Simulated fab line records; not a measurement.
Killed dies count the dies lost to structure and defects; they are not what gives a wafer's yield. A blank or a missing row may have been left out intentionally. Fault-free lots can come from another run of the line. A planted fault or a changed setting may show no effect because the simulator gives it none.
A lot that was struck, set against a sound lot / flow rit_cmos / 27 steps out of a route of 202
Sound: wafers L424.2, L424.4, L424.5. The struck wafers were L435.1, L435.2, L435.4. At the end, the cause is stated.
At each step with rows: each side's tool, then ch and its chambers, then its first start. Under that, the readings that differ: sound wafers / struck wafers / difference of the means / sigmas: that difference in standard deviations of wafers without a fault.
alike: same words and numbers on both sides, and readings whose means sit less than 2 such deviations apart. not compared: any withheld reading, any reading some wafer has no value for, any bound like >300 that may hide the same value, and any number with overlapping values for which the record gives no deviation.
Wherever a step has rows on one side only, a row that says differs or no value, or a row with sigmas, the two part there. Numbers that have no deviation but don't overlap get no sigmas and don't part them. Lack of a reading on every wafer of one side parts them only where that side has two or more wafers.

RIT_ACTIVE_BOW_MEAS_00:
  struck on film_metro-04, day 3 22:00; sound on film_metro-04, day 1 15:01
  alike: INCOMING_BOW
then, 1 step without rows for these wafers: RIT_ACTIVE_OXIDATION_01 (target thk 46.8 nm, ox time 3360 s).
RIT_ACTIVE_THK_MEAS_02:
  struck on film_metro-04, day 4 01:06; sound on film_metro-03, day 1 17:04
  alike: ACTIVE_OXIDE_THK
RIT_ACTIVE_CVD_03: deposits Si3N4 from SiH2Cl2/NH3, target thk 150 nm, time 1500 s.
  sound on lpcvd-01 ch 1, day 1 17:07; struck on lpcvd-01 ch 1, day 4 01:10
reading=model.Si3N4_of_ACTIVE_CVD_03.thk_nm (nm); sound=150.7 151.2 150.1; struck=82.09 80.79 80.56; difference=-69.52; sigmas=
  alike: zone_power_load_pct
RIT_ACTIVE_THK_MEAS_04:
  struck on film_metro-04, day 4 02:35; sound on film_metro-03, day 1 18:32
reading=ACTIVE_NITRIDE_THK (nm); sound=150.7 151.2 150.3; struck=82.0 80.7 80.6; difference=-69.6; sigmas=-46
then, 6 steps without rows for these wafers: RIT_ACTIVE_HMDS_05 (prime time 58.85 s); RIT_ACTIVE_COAT_06 (resist thk 1000 nm); RIT_ACTIVE_SOFTBAKE_07 (time 60 s); RIT_ACTIVE_EXPOSE_08 (exposes mask M1, target cd 1400 nm); RIT_ACTIVE_PEB_09; RIT_ACTIVE_DEVELOP_10 (develop time 50 s).
RIT_ACTIVE_CD_MEAS_11 targets a cd of 1400 nm.
  struck on cd_sem-02, day 4 03:37; sound on cd_sem-01, day 1 19:28
  alike: cd_nm
then, 1 step without rows for these wafers: RIT_ACTIVE_HARDBAKE_12 (time 60 s).
RIT_ACTIVE_ETCH_13: etches Si3N4 in SF6, stops on SiO2, time 210 s, target depth 210 nm.
  sound on rie_diel-03 ch 1,2, day 1 19:43; struck on rie_diel-01 ch 2,3, day 4 03:53
reading=oes_product_au (a.u.); sound=0.817 0.822 0.819; struck=0.613 0.623 0.622; difference=-0.200; sigmas=-17
reading=model.etch.depth_nm (nm); sound=150.7 151.2 150.1; struck=82.09 80.79 80.56; difference=-69.52; sigmas=
reading=model.ACTIVE.feature_depth_nm (nm); sound=153 151.6 152.5; struck=82.09 81.48 81.26; difference=-70.76; sigmas=
  alike: drypump_motor_current_A, rf_fwd_power_W, throttle_valve_pct
  not compared: rf_hours_counter_h
RIT_ACTIVE_STRIP_14: strips in O2, time 180 s.
  sound on plasma_asher-02 ch 0,1, day 1 19:50; struck on plasma_asher-02 ch 0,1, day 4 04:01
  alike: drypump_motor_current_A, o2_flow_sccm
  not compared: rf_hours_counter_h
RIT_ACTIVE_CD_MEAS_90 targets a cd of 1400 nm.
  struck on cd_sem-01, day 4 04:11; sound on cd_sem-01, day 1 20:02
  alike: cd_nm
then, 4 steps without rows for these wafers: RIT_ACTIVE_CLEAN_15 (cleans in SC1, time 600 s); RIT_ACTIVE_CLEAN_16 (cleans in dHF, time 30 s); RIT_ACTIVE_CLEAN_17 (cleans in SC2, time 600 s); RIT_FOX1_OXIDATION_00 (target thk 350.7 nm, ox time 1130 s).
RIT_FOX1_THK_MEAS_01:
  struck on film_metro-02, day 4 05:59; sound on film_metro-02, day 1 22:53
  alike: FOX1_OXIDE_THK
then, 2 steps without rows for these wafers: RIT_FOX1_WET_ETCH_02 (etches SiO2 in BOE, target depth 350 nm, time 390 s); RIT_FOX2_OXIDATION_00 (target thk 350.7 nm, ox time 1130 s).
RIT_FOX2_THK_MEAS_01:
  struck on film_metro-03, day 4 07:29; sound on film_metro-02, day 2 00:22
  alike: FOX2_OXIDE_THK
RIT_FOX2_CLEAN_02: cleans in dHF, time 180 s.
  sound on wet_bench-04 ch 3, day 2 00:25; struck on wet_bench-04 ch 3, day 4 07:33
reading=model.Si3N4_of_ACTIVE_CVD_03.thk_nm (nm); sound=131.5 131.9 130.9; struck=62.88 61.54 61.34; difference=-69.51; sigmas=
then, 1 step without rows for these wafers: RIT_FOX2_WET_ETCH_03 (etches Si3N4 in H3PO4, target depth 195 nm, time 2700 s).
RIT_M1_PROBE_99:
  struck on prober-01, day 6 02:38; sound on prober-02, day 3 16:22
reading=model.etest.nldd.width_nm (nm); sound=3183 3192 3178; struck=2977 2998 2979; difference=-200; sigmas=
reading=model.etest.pldd.width_nm (nm); sound=3156 3179 3178; struck=2994 2988 2972; difference=-186; sigmas=
reading=model.etest.pplus_sal.width_nm (nm); sound=3452 3448 3445; struck=3332 3342 3305; difference=-122; sigmas=
reading=model.etest.nplus_sal.width_nm (nm); sound=3469 3453 3460; struck=3333 3328 3303; difference=-139; sigmas=
reading=model.etest.nmos_narrow.drive_ua_um; sound=227.6 222.7 221.7; struck=184.3 192.5 178.6; difference=-38.9; sigmas=
reading=model.etest.pmos_narrow.drive_ua_um; sound=103.3 100.6 99.84; struck=80.35 83.29 80.72; difference=-19.79; sigmas=
reading=model.etest.pplus_sal.line_ohm_um; sound=1.234 1.179 1.193; struck=1.24 1.267 1.244; difference=+0.05; sigmas=
reading=model.etest.nplus_sal.line_ohm_um; sound=1.198 1.19 1.23; struck=1.254 1.25 1.261; difference=+0.049; sigmas=
  alike: killed_at_M0_to_M3, killed_at_contacts, killed_at_front_end, killed_dies, killed_open, killed_short

WHERE THEY PART
Last at RIT_ACTIVE_ETCH_13 as far as this record goes, first at RIT_ACTIVE_THK_MEAS_04. Later steps at which nothing parts them and some readings are alike: RIT_ACTIVE_STRIP_14, RIT_ACTIVE_CD_MEAS_90, RIT_FOX1_THK_MEAS_01, RIT_FOX2_THK_MEAS_01, RIT_M1_PROBE_99.

WHY: whatever the simulator had introduced
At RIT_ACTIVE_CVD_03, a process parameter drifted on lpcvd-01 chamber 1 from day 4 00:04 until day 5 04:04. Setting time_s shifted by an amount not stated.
